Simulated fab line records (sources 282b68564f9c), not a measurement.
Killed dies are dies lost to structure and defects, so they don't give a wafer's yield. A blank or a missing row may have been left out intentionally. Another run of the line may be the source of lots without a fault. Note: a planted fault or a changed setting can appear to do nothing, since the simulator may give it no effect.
Which tool is to blame? :: flow rit_cmos :: 16 lots, 48 wafers sampled, at 5 steps of a route of 202

== WHAT THE GAUGES SHOWED, per wafer ==
RIT_NRETRO_TW_MEAS_10. Usual: NRETRO_TW gives 1033 (standard deviation 17).
lot: L453
measured: day 2 06:49
on: film_metro-02
NRETRO_TW: 1062 1058 1060
flag: 

lot: L454
measured: day 2 12:35
on: film_metro-01
NRETRO_TW: 1025 1031 1028
flag: 

lot: L456
measured: day 3 00:37
on: film_metro-01
NRETRO_TW: 1019 1022 1017
flag: 

lot: L458
measured: day 3 07:28
on: film_metro-04
NRETRO_TW: 1059 1057 1055
flag: 

lot: L459
measured: day 3 12:46
on: film_metro-04
NRETRO_TW: 1052 1057 1052
flag: 

lot: L460
measured: day 3 17:12
on: film_metro-02
NRETRO_TW: 1058 1052 1060
flag: 

lot: L461
measured: day 3 21:42
on: film_metro-02
NRETRO_TW: 1055 1060 1058
flag: 

lot: L462
measured: day 4 03:17
on: film_metro-01
NRETRO_TW: 1030 1025 1025
flag: 

lot: L463
measured: day 4 07:31
on: film_metro-01
NRETRO_TW: 1022 1012 1023
flag: 

lot: L464
measured: day 4 13:22
on: film_metro-01
NRETRO_TW: 1020 1018 1023
flag: 

lot: L468
measured: day 5 08:47
on: film_metro-01
NRETRO_TW: 1015 1018 1014
flag: 

lot: L469
measured: day 5 13:44
on: film_metro-01
NRETRO_TW: 1017 1012 1018
flag: 

lot: L472
measured: day 6 05:31
on: film_metro-01
NRETRO_TW: 1020 1026 1019
flag: 

lot: L473
measured: day 6 10:37
on: film_metro-01
NRETRO_TW: 1019 1020 1025
flag: 

lot: L474
measured: day 6 15:11
on: film_metro-01
NRETRO_TW: 1022 1019 1022
flag: 

lot: L476
measured: day 7 02:05
on: film_metro-01
NRETRO_TW: 1027 1029 1029
flag: 

RIT_PRETRO_OVL_MEAS_06. Usual: PRETRO_OVL gives -0.3 nm (standard deviation 1.5).
lot: L453
measured: day 2 07:45
on: overlay-01
PRETRO_OVL (nm): 1.1 0.2 0.2
flag: 

lot: L454
measured: day 2 13:32
on: overlay-02
PRETRO_OVL (nm): -1.7 3.1 -0.2
flag: 

lot: L456
measured: day 3 01:43
on: overlay-02
PRETRO_OVL (nm): 0.8 -1.4 -1.2
flag: 

lot: L458
measured: day 3 08:35
on: overlay-02
PRETRO_OVL (nm): -1.1 -0.1 -0.3
flag: 

lot: L459
measured: day 3 13:43
on: overlay-01
PRETRO_OVL (nm): 128.1 127.7 129.0
flag: OFF

lot: L460
measured: day 3 18:08
on: overlay-02
PRETRO_OVL (nm): 130.7 128.8 128.8
flag: OFF

lot: L461
measured: day 3 22:38
on: overlay-01
PRETRO_OVL (nm): 127.1 126.6 127.6
flag: OFF

lot: L462
measured: day 4 04:20
on: overlay-01
PRETRO_OVL (nm): 1.4 0.8 2.0
flag: 

lot: L463
measured: day 4 08:35
on: overlay-01
PRETRO_OVL (nm): 130.2 132.4 130.3
flag: OFF

lot: L464
measured: day 4 14:25
on: overlay-01
PRETRO_OVL (nm): 1.6 1.6 2.1
flag: 

lot: L468
measured: day 5 09:51
on: overlay-02
PRETRO_OVL (nm): -0.6 0.9 0.1
flag: 

lot: L469
measured: day 5 14:41
on: overlay-01
PRETRO_OVL (nm): 0.7 1.4 2.2
flag: 

lot: L472
measured: day 6 06:35
on: overlay-01
PRETRO_OVL (nm): -1.6 0.0 0.5
flag: 

lot: L473
measured: day 6 11:33
on: overlay-02
PRETRO_OVL (nm): -1.1 -0.3 -4.1
flag: 

lot: L474
measured: day 6 16:07
on: overlay-01
PRETRO_OVL (nm): 1.5 0.7 1.1
flag: 

lot: L476
measured: day 7 03:11
on: overlay-01
PRETRO_OVL (nm): 1.0 1.7 1.3
flag: 

RIT_PLDD_OVL_MEAS_06. Usual: PLDD_OVL gives 0.4 nm (standard deviation 1.2).
lot: L453
measured: day 2 20:16
on: overlay-01
PLDD_OVL (nm): 1.5 0.3 0.8
flag: 

lot: L454
measured: day 3 01:25
on: overlay-01
PLDD_OVL (nm): 1.6 2.6 2.4
flag: 

lot: L456
measured: day 3 14:14
on: overlay-01
PLDD_OVL (nm): 2.6 1.6 0.9
flag: 

lot: L458
measured: day 3 21:12
on: overlay-02
PLDD_OVL (nm): 1.3 0.8 0.3
flag: 

lot: L459
measured: day 4 01:35
on: overlay-02
PLDD_OVL (nm): 1.5 0.1 1.2
flag: 

lot: L460
measured: day 4 05:25
on: overlay-01
PLDD_OVL (nm): -0.6 -1.3 -0.2
flag: 

lot: L461
measured: day 4 11:08
on: overlay-02
PLDD_OVL (nm): 2.2 1.2 2.1
flag: 

lot: L462
measured: day 4 16:35
on: overlay-02
PLDD_OVL (nm): -0.4 0.4 -0.5
flag: 

lot: L463
measured: day 4 20:55
on: overlay-02
PLDD_OVL (nm): -0.1 0.4 0.5
flag: 

lot: L464
measured: day 5 01:57
on: overlay-02
PLDD_OVL (nm): 0.1 -0.4 0.5
flag: 

lot: L468
measured: day 5 21:15
on: overlay-02
PLDD_OVL (nm): 0.1 0.9 1.7
flag: 

lot: L469
measured: day 6 02:05
on: overlay-02
PLDD_OVL (nm): 0.8 1.1 1.7
flag: 

lot: L472
measured: day 6 18:31
on: overlay-01
PLDD_OVL (nm): -0.1 0.2 -1.5
flag: 

lot: L473
measured: day 6 23:00
on: overlay-01
PLDD_OVL (nm): 2.1 1.7 2.5
flag: 

lot: L474
measured: day 7 04:27
on: overlay-02
PLDD_OVL (nm): -1.2 0.9 -2.3
flag: 

lot: L476
measured: day 7 15:42
on: overlay-02
PLDD_OVL (nm): -0.1 -0.4 -2.1
flag: 

RIT_CONTACT_CD_MEAS_90: the cd target is 1000 nm. Usual: cd_nm 1000.3 nm, standard deviation 1.9.
lot: L453
measured: day 3 06:00
on: cd_sem-01
cd_nm (nm): 998.3 999.5 997.7
flag: 

lot: L454
measured: day 3 10:34
on: cd_sem-01
cd_nm (nm): 1001.9 1000.0 1000.4
flag: 

lot: L456
measured: day 3 23:35
on: cd_sem-02
cd_nm (nm): 1001.7 1002.0 1001.5
flag: 

lot: L458
measured: day 4 06:27
on: cd_sem-02
cd_nm (nm): 997.9 998.8 999.5
flag: 

lot: L459
measured: day 4 10:59
on: cd_sem-02
cd_nm (nm): 1000.6 1001.7 1001.6
flag: 

lot: L460
measured: day 4 15:02
on: cd_sem-01
cd_nm (nm): 1003.1 1000.4 1002.6
flag: 

lot: L461
measured: day 4 20:35
on: cd_sem-02
cd_nm (nm): 1001.5 1002.6 1000.8
flag: 

lot: L462
measured: day 5 02:59
on: cd_sem-01
cd_nm (nm): 1002.7 999.3 998.9
flag: 

lot: L463
measured: day 5 06:07
on: cd_sem-01
cd_nm (nm): 996.6 997.7 995.7
flag: 

lot: L464
measured: day 5 11:02
on: cd_sem-01
cd_nm (nm): 1001.1 1003.7 1000.8
flag: 

lot: L468
measured: day 6 06:53
on: cd_sem-02
cd_nm (nm): 997.1 997.1 996.6
flag: 

lot: L469
measured: day 6 11:35
on: cd_sem-01
cd_nm (nm): 1000.2 1000.2 998.5
flag: 

lot: L472
measured: day 7 04:07
on: cd_sem-01
cd_nm (nm): 1000.6 999.2 999.8
flag: 

lot: L473
measured: day 7 09:01
on: cd_sem-01
cd_nm (nm): 1002.8 1001.3 1003.3
flag: 

lot: L474
measured: day 7 13:40
on: cd_sem-02
cd_nm (nm): 1000.8 1001.3 1000.1
flag: 

lot: L476
measured: day 8 01:02
on: cd_sem-02
cd_nm (nm): 1002.1 1001.3 1002.2
flag: 

== EACH LOT AND THE TOOL THAT RAN IT (in order: tool; ch and the chambers of the sampled wafers; start) ==
lot: L453
RIT_PRETRO_EXPOSE_03: iline_stepper-01 ch 0, day 2 07:19

lot: L454
RIT_PRETRO_EXPOSE_03: iline_stepper-01 ch 0, day 2 13:06

lot: L456
RIT_PRETRO_EXPOSE_03: iline_stepper-01 ch 0, day 3 01:16

lot: L458
RIT_PRETRO_EXPOSE_03: iline_stepper-01 ch 0, day 3 08:10

lot: L459
RIT_PRETRO_EXPOSE_03: iline_stepper-01 ch 0, day 3 13:17

lot: L460
RIT_PRETRO_EXPOSE_03: iline_stepper-01 ch 0, day 3 17:44

lot: L461
RIT_PRETRO_EXPOSE_03: iline_stepper-01 ch 0, day 3 22:13

lot: L462
RIT_PRETRO_EXPOSE_03: iline_stepper-02 ch 0, day 4 03:55

lot: L463
RIT_PRETRO_EXPOSE_03: iline_stepper-01 ch 0, day 4 08:10

lot: L464
RIT_PRETRO_EXPOSE_03: iline_stepper-02 ch 0, day 4 13:59

lot: L468
RIT_PRETRO_EXPOSE_03: iline_stepper-02 ch 0, day 5 09:25

lot: L469
RIT_PRETRO_EXPOSE_03: iline_stepper-02 ch 0, day 5 14:15

lot: L472
RIT_PRETRO_EXPOSE_03: iline_stepper-02 ch 0, day 6 06:08

lot: L473
RIT_PRETRO_EXPOSE_03: iline_stepper-02 ch 0, day 6 11:08

lot: L474
RIT_PRETRO_EXPOSE_03: iline_stepper-02 ch 0, day 6 15:41

lot: L476
RIT_PRETRO_EXPOSE_03: iline_stepper-02 ch 0, day 7 02:46
- RIT_PRETRO_EXPOSE_03: exposes mask M5, target cd 43700 nm.

== AS READ BY THE TOOLS THEMSELVES (means over the sampled wafers that have a number; for cases with no such wafer, the mark the record gives instead) ==
RIT_PRETRO_EXPOSE_03. Usual: focus_offset_nm 0.0 nm, standard deviation 0.56; reticle_temp_C 23.01 C, standard deviation 0.12.
lot: L453
tool: iline_stepper-01
focus_offset_nm (nm): -0.4
reticle_temp_C (C): 23.05
flag: 

lot: L454
tool: iline_stepper-01
focus_offset_nm (nm): 0.0
reticle_temp_C (C): 22.94
flag: 

lot: L456
tool: iline_stepper-01
focus_offset_nm (nm): -0.1
reticle_temp_C (C): 22.98
flag: 

lot: L458
tool: iline_stepper-01
focus_offset_nm (nm): 0.3
reticle_temp_C (C): 23.13
flag: 

lot: L459
tool: iline_stepper-01
focus_offset_nm (nm): -0.6
reticle_temp_C (C): 23.17
flag: 

lot: L460
tool: iline_stepper-01
focus_offset_nm (nm): -0.9
reticle_temp_C (C): 22.90
flag: 

lot: L461
tool: iline_stepper-01
focus_offset_nm (nm): -0.7
reticle_temp_C (C): 22.81
flag: 

lot: L462
tool: iline_stepper-02
focus_offset_nm (nm): -0.2
reticle_temp_C (C): 22.94
flag: 

lot: L463
tool: iline_stepper-01
focus_offset_nm (nm): 0.2
reticle_temp_C (C): 23.00
flag: 

lot: L464
tool: iline_stepper-02
focus_offset_nm (nm): -0.3
reticle_temp_C (C): 22.97
flag: 

lot: L468
tool: iline_stepper-02
focus_offset_nm (nm): 0.0
reticle_temp_C (C): 22.95
flag: 

lot: L469
tool: iline_stepper-02
focus_offset_nm (nm): -0.5
reticle_temp_C (C): 23.24
flag: 

lot: L472
tool: iline_stepper-02
focus_offset_nm (nm): 0.5
reticle_temp_C (C): 22.91
flag: 

lot: L473
tool: iline_stepper-02
focus_offset_nm (nm): -0.1
reticle_temp_C (C): 23.07
flag: 

lot: L474
tool: iline_stepper-02
focus_offset_nm (nm): -0.2
reticle_temp_C (C): 22.93
flag: 

lot: L476
tool: iline_stepper-02
focus_offset_nm (nm): -0.1
reticle_temp_C (C): 22.89
flag: 

== THE ANSWER, worked out from the rows above alone ==
Rule: a lot is off if the mean of its wafers that have a number lies more than 3 standard deviations from the usual mean. A lot without any number at a reading at which 4 lots or more have one is off too. All remaining lots with rows at the step are treated as sound. Order of review: gauges by route order, followed by the tools' own readings, for which a lot's mean as printed above is used. At the first step where some lot is off, the reading lying furthest off is the one used; lots without a number count as furthest.
Off: L459, L460, L461, L463, seen at RIT_PRETRO_OVL_MEAS_06 (PRETRO_OVL).
If a tool, at a process step before that reading, ran all the lots that are off and no sound lot after the first of them, it fits. Those tools and the gauges at RIT_PRETRO_OVL_MEAS_06 are tried in the same way. One fits: RIT_PRETRO_EXPOSE_03 on iline_stepper-01. Its last sound lot is L458 (day 3 08:10), its first lot that is off L459 (day 3 13:17): a fault that began between those two fits.

== WHAT HAD BEEN PUT IN BY THE SIMULATOR ==
Scanner matching overlay: iline_stepper-01, from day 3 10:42 on, at RIT_PRETRO_EXPOSE_03. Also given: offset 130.
Lots struck among those shown: L459, L460, L461, L463. The same result came from the rule above.
